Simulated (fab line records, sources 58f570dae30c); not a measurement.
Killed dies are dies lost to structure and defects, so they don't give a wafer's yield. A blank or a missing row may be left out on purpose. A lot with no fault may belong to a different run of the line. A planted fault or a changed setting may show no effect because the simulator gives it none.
Matching of chambers :: flow berkeleyCmos170 :: UCB170_GATE_ETCH_15 on rieSi-01: 4 sister chambers
The step etches poly-Si in HBr/Cl2, stops on SiO2, time 56.3 s, target depth 278.2 nm. 4 wafers are shown with their chamber, then 7 later ones without.

## WAFERS WITH THEIR CHAMBER
wafer: L611.2
chamber: 2
throttleValvePct (%): 26.94

wafer: L617.2
chamber: 0
throttleValvePct (%): 26.56

wafer: L627.2
chamber: 3
throttleValvePct (%): 26.97

wafer: L627.5
chamber: 1
throttleValvePct (%): 26.62

## WAFERS WITHOUT THEIR CHAMBER
wafer: L627.6
throttleValvePct (%): 26.57

wafer: L629.1
throttleValvePct (%): 26.97

wafer: L629.2
throttleValvePct (%): 26.56

wafer: L629.5
throttleValvePct (%): 26.62

wafer: L632.1
throttleValvePct (%): 26.56

wafer: L632.2
throttleValvePct (%): 26.86

wafer: L632.6
throttleValvePct (%): 26.62

## WHICH CHAMBER EACH ONE RAN IN
wafer: L627.6
from the rows above: can't be placed: 0 or 1
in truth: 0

wafer: L629.1
from the rows above: can't be placed: 3 or 2
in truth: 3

wafer: L629.2
from the rows above: can't be placed: 0 or 1
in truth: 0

wafer: L629.5
from the rows above: can't be placed: 1 or 0
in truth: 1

wafer: L632.1
from the rows above: can't be placed: 0 or 1
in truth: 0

wafer: L632.2
from the rows above: can't be placed: 2 or 3
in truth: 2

wafer: L632.6
from the rows above: can't be placed: 1 or 0
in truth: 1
Correct placement for 0 of the 7. Can't be placed from these rows: 7 (the true chamber is among the candidates in 7). Placed wrongly: 0.
How it was worked out, from the rows above alone: a wafer's distance from a chamber is the root of the sum, over the readings, of the square of ((its reading less the chamber's mean) divided by the reading's scatter). If the next closest chamber is less than 2 further off than the closest, the wafer can't be placed; otherwise it belongs to the closest. The mean given for a chamber averages the wafers shown for that chamber. The scatter: with one shown wafer a chamber, the root of the mean of the squares of how far each hidden wafer lies from its nearest shown one.
